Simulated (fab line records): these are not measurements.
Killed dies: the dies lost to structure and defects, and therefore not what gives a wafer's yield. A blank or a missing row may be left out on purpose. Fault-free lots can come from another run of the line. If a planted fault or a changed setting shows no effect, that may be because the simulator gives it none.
Which tool is to blame? :: flow berkeley cmos170 :: 7 lots, 21 wafers sampled, at 3 steps of a route of 331

## WHAT THE GAUGES READ, wafer by wafer
UCB170_PVT_TW_MEAS_09.
lot: L258
measured: day 6 00:19
on: film metro-04
PVT_TW: 504 503 503

lot: L260
measured: day 6 11:42
on: film metro-03
PVT_TW: 511 509 510

lot: L262
measured: day 7 04:52
on: film metro-04
PVT_TW: 504 502 503

lot: L264
measured: day 7 12:08
on: film metro-01
PVT_TW: 506 505 507

lot: L266
measured: day 8 00:49
on: film metro-04
PVT_TW: 505 504 506

lot: L270
measured: day 9 01:56
on: film metro-03
PVT_TW: 629 635 633

lot: L274
measured: day 9 20:58
on: film metro-03
PVT_TW: 635 633 631

## TOOL THAT RAN EACH LOT (tool first, then ch and the chambers of the sampled wafers, then the start)
lot: L258
UCB170_NWELL_STRIP_15: plasma asher-01 ch 0,1, day 2 19:06
UCB170_PVT_IMPLANT_07: implanter-01 ch 0, day 6 00:07

lot: L260
UCB170_NWELL_STRIP_15: plasma asher-03 ch 0,1, day 3 05:53
UCB170_PVT_IMPLANT_07: implanter-04 ch 0, day 6 11:29

lot: L262
UCB170_NWELL_STRIP_15: plasma asher-02 ch 1, day 3 12:38
UCB170_PVT_IMPLANT_07: implanter-01 ch 0, day 7 04:37

lot: L264
UCB170_NWELL_STRIP_15: plasma asher-01 ch 0,1, day 3 21:51
UCB170_PVT_IMPLANT_07: implanter-02 ch 0, day 7 11:54

lot: L266
UCB170_NWELL_STRIP_15: plasma asher-03 ch 0,1, day 4 06:53
UCB170_PVT_IMPLANT_07: implanter-02 ch 0, day 8 00:35

lot: L270
UCB170_NWELL_STRIP_15: plasma asher-03 ch 0, day 5 07:04
UCB170_PVT_IMPLANT_07: implanter-04 ch 0, day 9 01:22

lot: L274
UCB170_NWELL_STRIP_15: plasma asher-03 ch 0,1, day 6 01:02
UCB170_PVT_IMPLANT_07: implanter-02 ch 0, day 9 20:23
- UCB170_NWELL_STRIP_15: strips in O2.
- UCB170_PVT_IMPLANT_07

## THE ANSWER, worked out from the rows above alone
Rule: what is usual is taken from the lots themselves. The widest of any qualifying gaps counts: lots, ordered by their means at a reading, are off when they make up no more than a third of the lots, leave a main group of 4 or more, and stand apart from it by 3 or more times the standard deviation of that group's means. The tables above print the reading to a certain number of digits; a main group whose means all agree to those digits is not used. A lot without any number at a reading at which 4 lots or more have one is off too. Where the step has rows for the other lots, those lots are counted as sound.
Off: L270, L274, at UCB170_PVT_TW_MEAS_09 (PVT_TW). Mean 505 and standard deviation 2.5 in the main group.
If a tool, at a process step before that reading, ran all the lots that are off and no sound lot after the first of them, it fits. The gauges at UCB170_PVT_TW_MEAS_09 are tried like those tools. 2 tools fit, plasma asher-03 at UCB170_NWELL_STRIP_15 and film metro-03 at UCB170_PVT_TW_MEAS_09, so this cannot tell which one it is.

## WHAT HAD BEEN PUT IN BY THE SIMULATOR
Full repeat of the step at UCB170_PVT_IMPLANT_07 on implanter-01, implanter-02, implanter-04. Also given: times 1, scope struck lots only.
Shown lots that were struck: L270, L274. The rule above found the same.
